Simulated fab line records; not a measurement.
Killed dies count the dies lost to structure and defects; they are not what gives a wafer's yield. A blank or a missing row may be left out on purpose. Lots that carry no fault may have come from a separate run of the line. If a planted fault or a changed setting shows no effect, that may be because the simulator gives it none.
A struck lot beside a sound one    flow ritCmos    44 out of 202 route steps
Sound: wafers L802.2, L802.3, L802.5. Wafers L813.3, L813.4, L813.5 were the ones struck. At the end, the cause is stated.
For every step that has rows: the tool of each side, followed by ch and its chambers, followed by its first start. Under that, the readings that differ: sound wafers    struck wafers    difference of the means    sigmas: that difference in standard deviations of wafers without a fault.
alike: readings whose means differ by less than 2 such deviations, and words and numbers that are the same on both sides. not compared: withheld readings, readings that some wafer has no value for, bounds like >300 that may hide the same value, and numbers for which the record gives no deviation and whose values overlap.
Wherever a step has rows on one side only, a row that says differs or no value, or a row with sigmas, the two part there. Non-overlapping numbers with no deviation appear without sigmas and do not part them. A reading missing from all wafers of one side parts the sides only when that side holds two or more wafers.

first, 4 steps without rows for these wafers: RIT_PLDD_SOFTBAKE_02 (time 60 s); RIT_PLDD_EXPOSE_03 (exposes mask M8, target cd 40900 nm); RIT_PLDD_PEB_04; RIT_PLDD_DEVELOP_05 (develop time 50 s).
RIT_PLDD_OVL_MEAS_06:
  struck on overlay-01, day 6 08:28; sound on overlay-02, day 4 00:04
  alike: PLDD_OVL
then, 2 steps without rows for these wafers: RIT_PLDD_HARDBAKE_07 (time 60 s); RIT_PLDD_IMPLANT_08.
RIT_PLDD_STRIP_09: strips in O2, time 180 s.
  sound on plasmaAsher-04 ch 0,1, day 4 00:24; struck on plasmaAsher-02 ch 0,1, day 6 08:50
  alike: drypumpMotorCurrentA
  not compared: rfHoursCounterH
RIT_PLDD_TW_MEAS_10:
  struck on filmMetro-01, day 6 08:59; sound on filmMetro-02, day 4 00:35
  alike: PLDD_TW
then, 3 steps without rows for these wafers: RIT_SPACER_CLEAN_00 (cleans in SC1, time 600 s); RIT_SPACER_CLEAN_01 (cleans in dHF, time 30 s); RIT_SPACER_CLEAN_02 (cleans in SC2, time 600 s).
RIT_SPACER_CVD_03: deposits Si3N4 from SiH2Cl2/NH3, target thk 250 nm, time 3300 s.
  sound on lpcvd-01 ch 1, day 4 01:01; struck on lpcvd-02 ch 1, day 6 09:23
reading                                  sound              struck             difference  sigmas
model.Si3N4_of_SPACER_CVD_03.thkNm (nm)  250.3 250.1 250.1  274.2 273.6 270.6  +22.6       
RIT_SPACER_THK_MEAS_04:
  struck on filmMetro-04, day 6 11:19; sound on filmMetro-03, day 4 02:56
reading                  sound              struck             difference  sigmas
SPACER_NITRIDE_THK (nm)  250.3 250.2 250.1  274.1 273.7 270.8  +22.7       +8
RIT_SPACER_ETCHBACK_05: etches Si3N4 in SF6/CHF3, stops on SiO2, target depth 250 nm, time 240 s.
  sound on rieDiel-04 ch 1,3, day 4 02:59; struck on rieDiel-02 ch 0,3, day 6 11:22
reading                   sound              struck             difference  sigmas
drypumpMotorCurrentA (A)  5.45 5.43 5.40     5.60 6.25 6.23     +0.60       +2
oesProductAu (a.u.)       0.843 0.871 0.872  0.898 0.908 0.898  +0.039      +3
model.etch.depthNm (nm)   250.3 250.1 250.1  274.2 273.6 270.6  +22.6       
  alike: SF6_flow_sccm, throttleValvePct
  not compared: rfHoursCounterH
then, 6 steps without rows for these wafers: RIT_NSD_HMDS_00 (prime time 60 s); RIT_NSD_COAT_01 (resist thk 1000 nm); RIT_NSD_SOFTBAKE_02 (time 60 s); RIT_NSD_EXPOSE_03 (exposes mask M9, target cd 40700 nm); RIT_NSD_PEB_04; RIT_NSD_DEVELOP_05 (develop time 50 s).
RIT_NSD_OVL_MEAS_06:
  struck on overlay-02, day 6 12:30; sound on overlay-02, day 4 04:08
  alike: NSD_OVL
then, 2 steps without rows for these wafers: RIT_NSD_HARDBAKE_07 (time 60 s); RIT_NSD_IMPLANT_08.
RIT_NSD_STRIP_09: strips in O2, time 180 s.
  sound on plasmaAsher-01 ch 0,1, day 4 04:28; struck on plasmaAsher-02 ch 0,1, day 6 12:53
  alike: drypumpMotorCurrentA
  not compared: rfHoursCounterH
RIT_NSD_TW_MEAS_10:
  struck on filmMetro-03, day 6 13:01; sound on filmMetro-03, day 4 04:38
  alike: NSD_TW
then, 6 steps without rows for these wafers: RIT_PSD_HMDS_00 (prime time 60 s); RIT_PSD_COAT_01 (resist thk 1000 nm); RIT_PSD_SOFTBAKE_02 (time 60 s); RIT_PSD_EXPOSE_03 (exposes mask M10, target cd 40900 nm); RIT_PSD_PEB_04; RIT_PSD_DEVELOP_05 (develop time 50 s).
RIT_PSD_OVL_MEAS_06:
  struck on overlay-02, day 6 13:55; sound on overlay-02, day 4 05:45
  alike: PSD_OVL
then, 2 steps without rows for these wafers: RIT_PSD_HARDBAKE_07 (time 60 s); RIT_PSD_IMPLANT_08.
RIT_PSD_STRIP_09: strips in O2, time 180 s.
  sound on plasmaAsher-03 ch 0,1, day 4 06:05; struck on plasmaAsher-03 ch 0,1, day 6 14:19
  alike: drypumpMotorCurrentA
  not compared: rfHoursCounterH
RIT_PSD_TW_MEAS_10:
  struck on filmMetro-02, day 6 14:26; sound on filmMetro-02, day 4 06:16
  alike: PSD_TW
then, 3 steps without rows for these wafers: RIT_SDANNEAL_CLEAN_00 (cleans in SC1, time 600 s); RIT_SDANNEAL_CLEAN_01 (cleans in dHF, time 30 s); RIT_SDANNEAL_CLEAN_02 (cleans in SC2, time 600 s).
RIT_SDANNEAL_RTA_03: time 5 s.
  sound on rtpAnneal-01 ch 0, day 4 06:41; struck on rtpAnneal-02 ch 0, day 6 14:53
  alike: wafer_temp_C_max
RIT_SDANNEAL_RS_MEAS_04: measurement is done with a four-point probe.
  struck on filmMetro-02, day 6 14:58; sound on filmMetro-02, day 4 06:46
  alike: PSD_RS
RIT_SILICIDE_WET_ETCH_00: etches SiO2 in BOE, target depth 14 nm, time 15 s.
  sound on wetBench-04 ch 0, day 4 07:13; struck on wetBench-04 ch 0, day 6 15:24
reading                                  sound            struck             difference  sigmas
model.Si3N4_of_SPACER_CVD_03.thkNm (nm)  194.9 195.2 195  213.8 212.5 210.8  +17.3       
RIT_M1_PROBE_99:
  struck on prober-01, day 6 22:49; sound on prober-02, day 4 14:20
reading                                   sound                 struck                difference  sigmas
model.etest.nmos_0p15.rOnOhmUm            1177 1152 1155        1084 1075 1074        -84         
model.etest.nplusSal.widthNm (nm)         3459 3445 3465        3384 3394 3405        -62         
model.etest.pplusSal.widthNm (nm)         3465 3436 3450        3389 3382 3393        -62         
model.etest.pwellPinched.rsOhmSq          454.5 460.4 460.9     445.2 453.1 446       -10.5       
model.etest.nwellPinched.rsOhmSq          340.6 339.9 334.9     322.4 323.6 325.4     -14.7       
model.etest.contactNplus.endOhmUm         43.6 42.43 42.23      39.97 41.48 41.09     -1.91       
model.etest.fieldPMetal.vtV (V)           -28.88 -29.14 -29.33  -31.28 -31.68 -31.52  -2.38       
model.etest.diodeNplusComb.leakLog10ACm2  -5.226 -5.082 -4.98   -5.39 -5.555 -5.669   -0.44       
  alike: killed_at_M0_to_M3, killedAtFrontEnd, killedDies, killedOpen, killedShort

WHERE THEY PART
First at RIT_SPACER_THK_MEAS_04; last, within this record, at RIT_SPACER_ETCHBACK_05. Later steps at which nothing parts them and some readings are alike: RIT_NSD_OVL_MEAS_06, RIT_NSD_STRIP_09, RIT_NSD_TW_MEAS_10, RIT_PSD_OVL_MEAS_06, RIT_PSD_STRIP_09, RIT_PSD_TW_MEAS_10, RIT_SDANNEAL_RTA_03, RIT_SDANNEAL_RS_MEAS_04, RIT_M1_PROBE_99.

WHY: the cause the simulator had injected
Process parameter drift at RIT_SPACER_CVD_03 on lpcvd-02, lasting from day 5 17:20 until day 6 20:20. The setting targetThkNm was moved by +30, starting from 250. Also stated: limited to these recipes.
